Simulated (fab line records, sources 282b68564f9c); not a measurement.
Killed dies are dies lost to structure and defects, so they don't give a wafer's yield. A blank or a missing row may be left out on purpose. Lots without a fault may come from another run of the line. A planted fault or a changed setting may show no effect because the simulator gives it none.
fab line records | flow rit_cmos
record lots=6 wafers=18 last_day=8
route steps=202 shown NLDD@111 PLDD@114 SPACER@125 NSD@131 PSD@142 M1@202
lots that met no fault: from a run of the same line without faults
start_h: hours from the record's first day to the start of the lot's first wafer shown | wait_h: hours since the lot's step before | " the same as in the row above | L1.1+2: a row that stands for several wafers | - no value, or no start given | * or withheld: withheld | < > ~ a bound
route shown NAME@n: a module of which the file shows steps, and the number in the route of the first | usual: mean/standard deviation of fault-free wafers | same: alike in all rows | chamber/n: place in a boat | sites: the reading at each site | _std_site: their standard deviation | _edge_site: outer sites' mean less inner sites' | radius_mm: how far each site lies from the wafer's centre | mask NAME#n: copy n | behind: the tool/chamber that last shaped the wafer | hold: why the lot was held/for how many hours/how that ended | device: the transistor (n, p or np) that didn't switch | end of line: the same wafers' tests at the end of the route | a step without rows: its recipe alone | killed: dies lost to structure and defects at the first sort, not the wafer's yield | map: a wafer's dies, x killed, . not, _ none there
set.NAME: the setting as run; set.NAME@STEP: as run at that earlier step | model.NAME: the simulator's own value behind a step, which no gauge read
lots at some steps of the route; a table a step, a row a wafer
services: from which hour (start_h, from the record's first day; less than 0 if before it) a tool's chamber was out of use, for how many hours, and why
## steps
# step RIT_NLDD_IMPLANT_08
# recipe species=P energy_kev=20 dose_cm2=4.909e+14 tilt_deg=7
# step RIT_NLDD_STRIP_09
# recipe chemistry=O2 time_s=180 resist=NOVOLAK platen_temp_c=withheld power_w=500 pressure_mtorr=4000 o2_flow_sccm=4000
# usual drypump_motor_current_A=5.8/0.61
# columns lot.wafer tool chamber start_h wait_h drypump_motor_current_A rf_hours_counter_h
L597.2 plasma_asher-04 1 69.51 0.1 5.3 28
L597.3 " 0 " " 6.3 -
L597.6 " 1 " " 5.3 -
L598.3 plasma_asher-01 0 76.95 0.1 5.5 -
L598.5 " 1 " " 6.5 -
L598.6 " 0 " " 5.5 -
L603.3 plasma_asher-01 1 98.96 0.1 6.5 -
L603.4 " 0 " " 5.6 -
L603.5 " 1 " " 6.5 -
L606.2 plasma_asher-04 1 113.65 0.1 5.3 33
L606.3 " 0 " " 6.3 -
L606.5 " 1 " " 5.3 -
L613.2 plasma_asher-02 1 152.58 0.1 4.8 3
L613.5 " 1 " " 4.9 -
L613.6 " 0 " " 5.9 -
L615.2 plasma_asher-02 1 166.87 0.1 4.8 5
L615.5 " 0 " " 5.9 -
L615.6 " 1 " " 4.8 -
# step RIT_NLDD_TW_MEAS_10
# usual NLDD_TW=2481/19
# columns lot.wafer tool chamber start_h wait_h NLDD_TW
L597.2 film_metro-01 - 69.69 0.1 2470
L597.3 " - " " 2449
L597.6 " - " " 2473
L598.3 film_metro-04 - 77.08 0.1 2452
L598.5 " - " " 2466
L598.6 " - " " 2472
L603.3 film_metro-02 - 99.09 0.1 2504
L603.4 " - " " 2497
L603.5 " - " " 2508
L606.2 film_metro-01 - 113.83 0.1 2488
L606.3 " - " " 2491
L606.5 " - " " 2490
L613.2 film_metro-01 - 152.77 0.1 2456
L613.5 " - " " 2473
L613.6 " - " " 2462
L615.2 film_metro-04 - 167.05 0.1 2456
L615.5 " - " " 2470
L615.6 " - " " 2461
# step RIT_PLDD_HMDS_00
# recipe prime_time_s=60 prime_temp_c=140
# step RIT_PLDD_COAT_01
# recipe resist=NOVOLAK spin_rpm=3250 resist_thk_nm=981.8
# step RIT_PLDD_SOFTBAKE_02
# recipe resist=NOVOLAK temp_c=90 time_s=60
# step RIT_PLDD_EXPOSE_03
# recipe mask_id=M8 na=0.57 target_cd_nm=40900 dose_mj=250
# step RIT_PLDD_PEB_04
# recipe resist=NOVOLAK temp_c=withheld time_s=withheld
# step RIT_PLDD_DEVELOP_05
# recipe resist=NOVOLAK develop_time_s=50 dev_temp_c=23
# step RIT_PLDD_OVL_MEAS_06
# usual PLDD_OVL=-0.4/1.3
# columns lot.wafer tool chamber start_h wait_h PLDD_OVL[nm]
L597.2 overlay-01 - 70.72 - -1.2
L597.3 " - " " -0.9
L597.6 " - " " -1.0
L598.3 overlay-01 - 78.11 - -1.6
L598.5 " - " " -2.2
L598.6 " - " " -2.1
L603.3 overlay-01 - 100.12 - -1.4
L603.4 " - " " -2.7
L603.5 " - " " -1.1
L606.2 overlay-01 - 114.74 - -1.3
L606.3 " - " " 0.0
L606.5 " - " " -0.3
L613.2 overlay-01 - 153.76 - 0.9
L613.5 " - " " 1.2
L613.6 " - " " 0.3
L615.2 overlay-01 - 167.96 - 0.5
L615.5 " - " " -1.1
L615.6 " - " " -1.3
# step RIT_PLDD_HARDBAKE_07
# recipe resist=NOVOLAK temp_c=140 time_s=60
# step RIT_PLDD_IMPLANT_08
# recipe species=BF2 energy_kev=20 dose_cm2=9e+14 tilt_deg=7
# step RIT_PLDD_STRIP_09
# recipe chemistry=O2 time_s=180 resist=NOVOLAK platen_temp_c=withheld power_w=500 pressure_mtorr=4000 o2_flow_sccm=4000
# usual drypump_motor_current_A=6.0/0.58
# columns lot.wafer tool chamber start_h wait_h drypump_motor_current_A rf_hours_counter_h
L597.2 plasma_asher-01 1 71.05 0.1 6.5 45
L597.3 " 1 " " 6.5 -
L597.6 " 0 " " 5.5 -
L598.3 plasma_asher-03 0 78.49 0.1 6.2 -
L598.5 " 1 " " 6.6 -
L598.6 " 0 " " 6.2 -
L603.3 plasma_asher-01 1 100.50 0.1 6.5 -
L603.4 " 0 " " 5.5 -
L603.5 " 0 " " 5.5 -
L606.2 plasma_asher-01 1 115.07 0.1 6.5 50
L606.3 " 1 " " 6.5 -
L606.5 " 1 " " 6.5 -
L613.2 plasma_asher-03 0 154.09 0.1 6.2 52
L613.5 " 1 " " 6.6 -
L613.6 " 0 " " 6.2 -
L615.2 plasma_asher-03 1 168.29 0.1 6.5 53
L615.5 " 1 " " 6.6 -
L615.6 " 0 " " 6.2 -
# step RIT_PLDD_TW_MEAS_10
# usual PLDD_TW=2350/20
# columns lot.wafer tool chamber start_h wait_h PLDD_TW
L597.2 film_metro-02 - 71.24 0.1 2373
L597.3 " - " " 2363
L597.6 " - " " 2375
L598.3 film_metro-04 - 78.63 0.1 2330
L598.5 " - " " 2330
L598.6 " - " " 2331
L603.3 film_metro-01 - 100.64 0.1 2349
L603.4 " - " " 2359
L603.5 " - " " 2345
L606.2 film_metro-02 - 115.26 0.1 2374
L606.3 " - " " 2370
L606.5 " - " " 2365
L613.2 film_metro-01 - 154.27 0.1 2328
L613.5 " - " " 2324
L613.6 " - " " 2322
L615.2 film_metro-02 - 168.47 0.1 2365
L615.5 " - " " 2365
L615.6 " - " " 2377
# step RIT_SPACER_CLEAN_00
# recipe chemistry=SC1 mix=3:3:50 time_s=600 temp_c=75
# step RIT_SPACER_CLEAN_01
# recipe chemistry=dHF dilution=50:1 time_s=30
# step RIT_SPACER_CLEAN_02
# recipe chemistry=SC2 mix=3:3:50 time_s=600 temp_c=75 dry=n2_spin
# step RIT_SPACER_CVD_03
# recipe material=Si3N4 target_thk_nm=250 temp_c=810 precursor=SiH2Cl2/NH3 time_s=3300 pressure_mtorr=300 sih2cl2_flow_sccm=60 nh3_flow_sccm=150
# step RIT_SPACER_THK_MEAS_04
# recipe reads=Si3N4_of_SPACER_CVD_03
# usual SPACER_NITRIDE_THK=250.0/2.6
# columns lot.wafer tool chamber start_h wait_h SPACER_NITRIDE_THK[nm]
L597.2 film_metro-03 - 73.58 0.0 247.9
L597.3 " - " " 250.2
L597.6 " - " " 248.9
L598.3 film_metro-03 - 80.97 0.0 250.4
L598.5 " - " " 250.7
L598.6 " - " " 249.5
L603.3 film_metro-03 - 103.00 0.0 252.7
L603.4 " - " " 250.5
L603.5 " - " " 249.8
L606.2 film_metro-03 - 117.60 0.0 242.7
L606.3 " - " " 245.8
L606.5 " - " " 243.6
L613.2 film_metro-01 - 156.62 0.0 253.1
L613.5 " - " " 251.6
L613.6 " - " " 252.5
L615.2 film_metro-03 - 170.85 0.0 250.2
L615.5 " - " " 251.2
L615.6 " - " " 252.5
# step RIT_SPACER_ETCHBACK_05
# recipe target_depth_a=2500 SF6_flow_sccm=30 CHF3_flow_sccm=30 target=Si3N4 chemistry=SF6/CHF3 pressure_mtorr=40 rf_w=241.6 time_s=240 stop_on=SiO2
# usual drypump_motor_current_A=5.5/0.53 oes_product_au=0.840/0.017 throttle_valve_pct=10.26/0.14
# columns lot.wafer tool chamber start_h wait_h drypump_motor_current_A oes_product_au rf_hours_counter_h throttle_valve_pct
L597.2 rie_diel-02 0 73.63 0.0 5.6 0.823 146 10.06
L597.3 " 3 " " 5.5 0.830 3 10.22
L597.6 " 0 " " 5.6 0.826 - 10.07
L598.3 rie_diel-04 3 81.01 0.0 4.8 0.814 72 10.44
L598.5 " 0 " " 5.9 0.836 - 10.22
L598.6 " 3 " " 4.8 0.815 - 10.45
L603.3 rie_diel-01 0 103.04 0.0 4.8 0.834 32 10.34
L603.4 " 2 " " 5.2 0.849 140 10.31
L603.5 " 3 " " 6.4 0.832 - 10.10
L606.2 rie_diel-01 2 117.65 0.0 5.2 0.831 141 10.30
L606.3 " 0 " " 4.9 0.819 32 10.35
L606.5 " 2 " " 5.2 0.838 - 10.31
L613.2 rie_diel-02 2 156.67 0.0 4.6 0.868 137 10.49
L613.5 " 1 " " 5.9 0.866 - 10.33
L613.6 " 2 " " 4.6 0.862 - 10.46
L615.2 rie_diel-04 3 170.90 0.0 4.8 0.813 73 10.46
L615.5 " 2 " " 6.2 0.856 - 10.38
L615.6 " 1 " " 5.7 0.834 - 10.16
# step RIT_NSD_HMDS_00
# recipe prime_time_s=60 prime_temp_c=140
# step RIT_NSD_COAT_01
# recipe resist=NOVOLAK spin_rpm=3250 resist_thk_nm=1000
# step RIT_NSD_SOFTBAKE_02
# recipe resist=NOVOLAK temp_c=90 time_s=60
# step RIT_NSD_EXPOSE_03
# recipe mask_id=M9 na=0.57 target_cd_nm=40700 dose_mj=250
# step RIT_NSD_PEB_04
# recipe resist=NOVOLAK temp_c=withheld time_s=withheld
# step RIT_NSD_DEVELOP_05
# recipe resist=NOVOLAK develop_time_s=50 dev_temp_c=23
# step RIT_NSD_OVL_MEAS_06
# usual NSD_OVL=0.2/1.3
# columns lot.wafer tool chamber start_h wait_h NSD_OVL[nm]
L597.2 overlay-01 - 74.78 - 0.7
L597.3 " - " " -1.0
L597.6 " - " " 0.4
L598.3 overlay-01 - 82.02 - -0.6
L598.5 " - " " -2.3
L598.6 " - " " -0.3
L603.3 overlay-01 - 104.27 - -0.3
L603.4 " - " " -1.5
L603.5 " - " " 0.3
L606.2 overlay-02 - 118.78 - -1.1
L606.3 " - " " -0.1
L606.5 " - " " 0.5
L613.2 overlay-02 - 157.67 - 0.1
L613.5 " - " " 0.6
L613.6 " - " " 1.5
L615.2 overlay-02 - 172.03 - 2.0
L615.5 " - " " 0.6
L615.6 " - " " 1.4
# step RIT_NSD_HARDBAKE_07
# recipe resist=NOVOLAK temp_c=140 time_s=60
# step RIT_NSD_IMPLANT_08
# recipe species=P energy_kev=25 dose_cm2=1e+15 tilt_deg=7
# step RIT_NSD_STRIP_09
# recipe chemistry=O2 time_s=180 resist=NOVOLAK platen_temp_c=withheld power_w=500 pressure_mtorr=4000 o2_flow_sccm=4000
# usual drypump_motor_current_A=6.0/0.55
# columns lot.wafer tool chamber start_h wait_h drypump_motor_current_A rf_hours_counter_h
L597.2 plasma_asher-02 1 75.11 0.1 4.8 40
L597.3 " 0 " " 5.9 -
L597.6 " 1 " " 4.8 -
L598.3 plasma_asher-03 0 82.41 0.1 6.2 -
L598.5 " 1 " " 6.5 -
L598.6 " 0 " " 6.2 -
L603.3 plasma_asher-02 0 104.65 0.1 5.9 -
L603.4 " 1 " " 4.8 -
L603.5 " 0 " " 5.9 -
L606.2 plasma_asher-04 0 119.11 0.1 6.3 34
L606.3 " 0 " " 6.3 -
L606.5 " 0 " " 6.3 -
L613.2 plasma_asher-04 1 158.22 0.1 5.3 37
L613.5 " 1 " " 5.3 -
L613.6 " 0 " " 6.3 -
L615.2 plasma_asher-03 1 172.36 0.1 6.5 54
L615.5 " 1 " " 6.5 -
L615.6 " 0 " " 6.2 -
# step RIT_NSD_TW_MEAS_10
# usual NSD_TW=3127/26
# columns lot.wafer tool chamber start_h wait_h NSD_TW
L597.2 film_metro-01 - 75.29 0.1 3128
L597.3 " - " " 3123
L597.6 " - " " 3145
L598.3 film_metro-02 - 82.54 0.1 3161
L598.5 " - " " 3155
L598.6 " - " " 3158
L603.3 film_metro-02 - 104.79 0.1 3169
L603.4 " - " " 3149
L603.5 " - " " 3167
L606.2 film_metro-04 - 119.29 0.1 3099
L606.3 " - " " 3113
L606.5 " - " " 3100
L613.2 film_metro-02 - 158.41 0.1 3145
L613.5 " - " " 3149
L613.6 " - " " 3142
L615.2 film_metro-02 - 172.55 0.1 3137
L615.5 " - " " 3145
L615.6 " - " " 3151
# step RIT_PSD_HMDS_00
# recipe prime_time_s=60 prime_temp_c=140
# step RIT_PSD_COAT_01
# recipe resist=NOVOLAK spin_rpm=3250 resist_thk_nm=1000
# step RIT_PSD_SOFTBAKE_02
# recipe resist=NOVOLAK temp_c=90 time_s=60
# step RIT_PSD_EXPOSE_03
# recipe mask_id=M10 na=0.57 target_cd_nm=40900 dose_mj=250
# step RIT_PSD_PEB_04
# recipe resist=NOVOLAK temp_c=withheld time_s=withheld
# step RIT_PSD_DEVELOP_05
# recipe resist=NOVOLAK develop_time_s=50 dev_temp_c=23
# step RIT_PSD_OVL_MEAS_06
# usual PSD_OVL=-0.2/1.4
# columns lot.wafer tool chamber start_h wait_h PSD_OVL[nm]
L597.2 overlay-01 - 76.32 - 0.2
L597.3 " - " " -0.3
L597.6 " - " " 0.1
L598.3 overlay-01 - 83.77 - 2.1
L598.5 " - " " 1.0
L598.6 " - " " 1.9
L603.3 overlay-02 - 105.89 - -2.5
L603.4 " - " " -1.5
L603.5 " - " " -1.5
L606.2 overlay-01 - 120.20 - -1.8
L606.3 " - " " -4.0
L606.5 " - " " -2.9
L613.2 overlay-02 - 159.49 - 0.4
L613.5 " - " " 0.4
L613.6 " - " " 0.2
L615.2 overlay-02 - 173.45 - -2.0
L615.5 " - " " -1.7
L615.6 " - " " -1.9
# step RIT_PSD_HARDBAKE_07
# recipe resist=NOVOLAK temp_c=140 time_s=60
# step RIT_PSD_IMPLANT_08
# recipe species=BF2 energy_kev=27.49 dose_cm2=5e+15 tilt_deg=7
# step RIT_PSD_STRIP_09
# recipe chemistry=O2 time_s=180 resist=NOVOLAK platen_temp_c=withheld power_w=500 pressure_mtorr=4000 o2_flow_sccm=4000
# usual drypump_motor_current_A=6.0/0.5
# columns lot.wafer tool chamber start_h wait_h drypump_motor_current_A rf_hours_counter_h
L597.2 plasma_asher-03 1 76.74 0.1 6.6 44
L597.3 " 1 " " 6.6 -
L597.6 " 1 " " 6.6 -
L598.3 plasma_asher-04 0 84.16 0.1 6.3 -
L598.5 " 1 " " 5.3 -
L598.6 " 0 " " 6.3 -
L603.3 plasma_asher-03 0 106.27 0.1 6.2 -
L603.4 " 1 " " 6.5 -
L603.5 " 1 " " 6.5 -
L606.2 plasma_asher-01 0 120.53 0.1 5.5 51
L606.3 " 1 " " 6.5 -
L606.5 " 0 " " 5.5 -
L613.2 plasma_asher-01 0 159.82 0.1 5.6 55
L613.5 " 0 " " 5.5 -
L613.6 " 1 " " 6.5 -
L615.2 plasma_asher-04 1 173.78 0.1 5.3 39
L615.5 " 0 " " 6.3 -
L615.6 " 1 " " 5.3 -
# step RIT_PSD_TW_MEAS_10
# usual PSD_TW=3443/29
# columns lot.wafer tool chamber start_h wait_h PSD_TW
L597.2 film_metro-02 - 76.92 0.1 3474
L597.3 " - " " 3465
L597.6 " - " " 3479
L598.3 film_metro-02 - 84.29 0.1 3499
L598.5 " - " " 3476
L598.6 " - " " 3496
L603.3 film_metro-04 - 106.41 0.1 3430
L603.4 " - " " 3438
L603.5 " - " " 3412
L606.2 film_metro-04 - 120.72 0.1 3423
L606.3 " - " " 3422
L606.5 " - " " 3417
L613.2 film_metro-04 - 160.00 0.1 3460
L613.5 " - " " 3426
L613.6 " - " " 3432
L615.2 film_metro-02 - 173.97 0.1 3452
L615.5 " - " " 3469
L615.6 " - " " 3455
# step RIT_M1_PROBE_99
# usual killed_at_front_end=7/3.4 killed_dies=7/3.4 killed_on_rim=1.9/1.4 killed_open=3.6/2.1 killed_short=3.5/2.1
# same gross_dies=264 killed_at_M0_to_M3=0 killed_at_M4_up=0 killed_at_back_side=0 killed_at_contacts=0 killed_at_other=0
# columns lot.wafer tool chamber start_h wait_h killed_at_front_end killed_dies killed_on_rim killed_open killed_short
L597.2 prober-02 - 84.68 0.1 4 4 0 3 1
L597.3 prober-02 - 84.73 0.2 4 4 0 2 2
L597.6 prober-02 - 84.88 0.2 3 3 0 1 2
L598.3 prober-01 - 92.75 0.2 10 10 4 5 5
L598.5 prober-01 - 92.85 0.2 6 6 1 3 3
L598.6 prober-01 - 92.90 0.2 6 6 0 3 3
L603.3 prober-02 - 118.83 0.2 33 33 9 6 7
L603.4 prober-02 - 118.88 0.2 4 4 2 3 1
L603.5 prober-02 - 118.93 0.2 9 9 5 7 2
L606.2 prober-01 - 128.92 0.1 25 25 8 2 3
L606.3 prober-01 - 128.97 0.2 32 32 11 5 5
L606.5 prober-01 - 129.07 0.2 24 24 8 3 3
L613.2 prober-01 - 168.03 0.1 9 9 5 5 4
L613.5 prober-01 - 168.18 0.2 9 9 3 5 4
L613.6 prober-01 - 168.23 0.2 9 9 5 2 7
L615.2 prober-01 - 182.00 0.1 9 9 3 4 5
L615.5 prober-01 - 182.15 0.2 6 6 1 2 4
L615.6 prober-01 - 182.20 0.2 7 7 2 5 2
# killed by level:class
L597.2 FOX1:geometric_particle:open=2 FOX1:geometric_particle:short=1 GATE:geometric_particle:open=1
L597.3 FOX1:geometric_particle:short=1 GATE:geometric_particle:short=1 GATE:geometric_particle:open=1 SILICIDE:geometric_particle:open=1
L597.6 FOX1:geometric_particle:short=1 GATE:geometric_particle:open=1 SPACER:geometric_particle:short=1
L598.3 GATE:geometric_particle:open=4 GATE:geometric_particle:short=3 FOX1:geometric_particle:short=1 REOX:geometric_particle:short=1 REOX:geometric_particle:open=1
L598.5 SILICIDE:geometric_particle:open=2 FOX2:geometric_particle:short=1 GATE:geometric_particle:open=1 GATE:geometric_particle:short=1 SPACER:geometric_particle:short=1
L598.6 GATE:geometric_particle:short=3 GATE:geometric_particle:open=2 REOX:geometric_particle:open=1
L603.3 PLDD:unspecified=20 GATE:geometric_particle:open=4 GATE:geometric_particle:short=4 FOX1:geometric_particle:open=2 FOX1:geometric_particle:short=1 SPACER:geometric_particle:short=1 SILICIDE:geometric_particle:short=1
L603.4 FOX1:geometric_particle:open=2 FOX1:geometric_particle:short=1 GATE:geometric_particle:open=1
L603.5 GATE:geometric_particle:open=4 GATE:geometric_particle:short=2 SILICIDE:geometric_particle:open=2 FOX2:geometric_particle:open=1
L606.2 PLDD:unspecified=20 GATE:geometric_particle:open=2 REOX:geometric_particle:short=2 GATE:geometric_particle:short=1
L606.3 PLDD:unspecified=22 GATE:geometric_particle:short=3 GATE:geometric_particle:open=2 REOX:geometric_particle:open=2 REOX:geometric_particle:short=1 SPACER:geometric_particle:short=1 SILICIDE:geometric_particle:open=1
L606.5 PLDD:unspecified=18 GATE:geometric_particle:short=2 FOX1:geometric_particle:open=1 SPACER:geometric_particle:short=1 SPACER:geometric_particle:open=1 SILICIDE:geometric_particle:open=1
L613.2 REOX:geometric_particle:short=2 SPACER:geometric_particle:open=2 ACTIVE:geometric_particle:open=1 FOX1:geometric_particle:open=1 FOX1:geometric_particle:short=1 FOX2:geometric_particle:open=1 GATE:geometric_particle:short=1
L613.5 GATE:geometric_particle:short=2 GATE:geometric_particle:open=2 FOX1:geometric_particle:open=1 REOX:geometric_particle:short=1 REOX:geometric_particle:open=1 SPACER:geometric_particle:short=1 SPACER:geometric_particle:open=1
L613.6 SPACER:geometric_particle:short=3 REOX:geometric_particle:short=2 GATE:geometric_particle:short=1 SILICIDE:geometric_particle:open=1 SPACER:geometric_particle:open=1 SILICIDE:geometric_particle:short=1
L615.2 FOX1:geometric_particle:short=3 GATE:geometric_particle:open=2 FOX1:geometric_particle:open=1 GATE:geometric_particle:short=1 SPACER:geometric_particle:short=1 SILICIDE:geometric_particle:open=1
L615.5 SILICIDE:geometric_particle:short=2 FOX1:geometric_particle:open=1 FOX2:geometric_particle:short=1 GATE:geometric_particle:short=1 REOX:geometric_particle:open=1
L615.6 FOX1:geometric_particle:open=1 FOX1:geometric_particle:short=1 FOX2:geometric_particle:short=1 GATE:geometric_particle:open=1 REOX:geometric_particle:open=1 SPACER:geometric_particle:open=1 SILICIDE:geometric_particle:open=1
# map L603.3 (x killed, . not)
________...xxxx_______
_____....xxxxxxx..____
____......xxxxxx...___
___.........xx......__
__........x.x........_
__..................._
_...................x.
_x...........x........
_..........xx....x....
_.....................
__.x..x.......x......_
__.x................._
___........x........__
____........x......___
_____.............____
________......._______
# map L606.3 (x killed, . not)
________.xxxxxx_______
_____.....xxxxxx..____
____......xxxxxx...___
___.......xxx.......__
__.........x.x......x_
__..................._
_x....................
_....x................
_.....................
_....................x
__............x......_
__...........x....x.._
___........x........__
____...............___
_____........x....____
________......._______
## services
# columns tool chamber start_h hours kind
rie_diel-04 1 59.89 7.6 repair
rie_diel-02 3 65.81 5.9 repair
rie_diel-04 - 66.83 0.9 repair
plasma_asher-03 - 70.37 1.0 repair
plasma_asher-02 - 77.49 2.8 pm
plasma_asher-03 - 93.07 7.8 repair
plasma_asher-02 - 108.75 9.0 pm
plasma_asher-02 0 108.75 9.0 vent_cycle
plasma_asher-02 1 108.75 9.0 vent_cycle
plasma_asher-02 0 117.75 - clean
plasma_asher-02 1 117.75 - clean
rie_diel-01 1 127.12 10.1 repair
rie_diel-04 2 129.77 - clean
rie_diel-04 2 129.77 32.4 scheduled_down
rie_diel-04 2 129.77 32.4 vent_cycle
rie_diel-01 1 137.20 - clean
rie_diel-01 1 137.20 23.5 scheduled_down
rie_diel-01 1 137.20 23.5 vent_cycle
plasma_asher-01 - 141.93 2.8 pm
plasma_asher-02 - 143.74 0.5 repair
rie_diel-04 3 145.48 5.7 repair
## key
first_sign step=RIT_M1_PROBE_99 reading=killed_at_front_end direction=up sigmas=6.4 usual=7 struck=28
effect step=RIT_M1_PROBE_99 reading=killed_dies direction=up sigmas=6.3 usual=7 struck=28
met_at RIT_PLDD_STRIP_09
struck_wafers L603.3,L606.2,L606.3,L606.5
tester_left_out L603,L606
onset_between 71.05 100.50
fault kind=chamber_particle_source tool=plasma_asher-01 chamber=1 onset_h=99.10 steps=RIT_PLDD_STRIP_09 rate_per_visit_cm2=0.63015 end_h=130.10
# tester_left_out: of these lots the tester's yield and bins aren't shown, on N5 and GAA mostly nor the transistor test; their killed dies are dies lost to structure and defects alone, not to doping, threshold or leakage, so they don't give the yield
